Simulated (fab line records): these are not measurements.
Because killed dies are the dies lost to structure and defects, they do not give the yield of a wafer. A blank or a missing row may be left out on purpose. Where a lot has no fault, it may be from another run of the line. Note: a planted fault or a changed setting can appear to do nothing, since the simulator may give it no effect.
Problem report in the 8D (eight disciplines) form, filled by code + flow rit cmos + the parts of the form that need people (team, actions taken, sign-off) are left out

## 1. WHAT IS WRONG
Mean NLDD_RS at RIT_SDANNEAL_RS_MEAS_07: 162.0 ohm/sq over 6 wafers in 2 lots; fault-free wafers: 151.6 ohm/sq, standard deviation 0.43. Measured from the usual mean, that is +24 standard deviations.
The step: measures by four-point-probe.
Earliest sighting: wafer L473.2 on film metro-01 at day 7 15:56. Wafers with a number at this step in the record: 42, from 14 lots. Rule for "out", or "out of limits": more than 4 standard deviations from the usual mean. The rest of the wafers with a number are treated as sound.

## 2. WHAT THIS IS AND IS NOT
| question                    | is                           | is not                                                                 |
|-----------------------------|------------------------------|------------------------------------------------------------------------|
| which readings at this step | NLDD_RS                      | -                                                                      |
| which lots                  | L473, L475                   | L452, L454, L455, L456, L459, L460, L462, L463, L464, L465, L467, L468 |
| which wafers of those lots  | all that have a number       | -                                                                      |
| read on which gauges        | film metro-01, film metro-03 | film metro-02                                                          |
| when                        | from day 7 15:56             | up to then (36 sound wafers)                                           |

## 3. THE SUSPECTS, EACH WITH WHAT RULES IT OUT
Counting: a tool at a process step up to the reading stays a suspect if it ran every lot that is out and no sound lot after the first of them.
- the gauge at RIT_SDANNEAL_RS_MEAS_07 is ruled out. The wafers that are out were read on 2 gauges (film metro-01, film metro-03).
- implanter-03 at RIT_NLDD_IMPLANT_08: kept. It ran every lot that is out, first L473 (day 7 06:47), and no sound lot after that; its last sound lot up to then is L468 (day 6 03:11). Out on those wafers are its own readings of dose ions cm2.
After counting, what remains is implanter-03 at RIT_NLDD_IMPLANT_08.

## 4. THE CAUSE (what the simulator had put in)
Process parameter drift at RIT_NLDD_IMPLANT_08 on implanter-03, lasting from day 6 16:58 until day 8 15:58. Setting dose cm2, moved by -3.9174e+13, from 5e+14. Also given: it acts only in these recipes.
After counting, this tool was the only one left.

## 5. THE EFFECT CHAIN, in route order
Each row: a reading where the mean over the struck wafers with a number is more than 3 standard deviations away from the usual. Scope: only readings with a usual standard deviation given in the record; hours: median across lots of the time from each lot's start at the first step in this table that gives one to its start at this step; sigmas: change in usual standard deviations.
| hours | step                    | reading            | usual        | on struck wafers | change | sigmas |
|-------|-------------------------|--------------------|--------------|------------------|--------|--------|
| 0     | RIT_NLDD_IMPLANT_08     | dose ions cm2      | 5e+14        | 5e+14            | -4e+13 | -72    |
| 0     | RIT_NLDD_IMPLANT_08     | faraday current uA | 1573         | 1447             | -126   | -4.1   |
| 10    | RIT_SDANNEAL_RS_MEAS_07 | NLDD_RS            | 151.6 ohm/sq | 162.0            | +10.4  | +24    |
Process steps it contains:
- RIT_NLDD_IMPLANT_08
Later measuring or inspecting steps at which every struck wafer that the step has a row for has a number for every such reading, and none has moved that far: RIT_CONTACT_OVL_MEAS_09, RIT_M1_CD_MEAS_09.

## 6. HOW IT WOULD HAVE BEEN CAUGHT EARLIER
Counted from the fault's start at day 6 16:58, it took 23 hours until the first out-of-limits reading at a measuring or inspecting step in this record, taken at day 7 15:56.
Tool's own readings at RIT_NLDD_IMPLANT_08, dose ions cm2: out on all struck wafers the step has rows for; an alarm limit on them would have tripped on the first.
Of the lots that are out (2), L475 began RIT_NLDD_IMPLANT_08 on implanter-03 after day 7 15:56. Had the tool been put on hold then, it would have been spared.
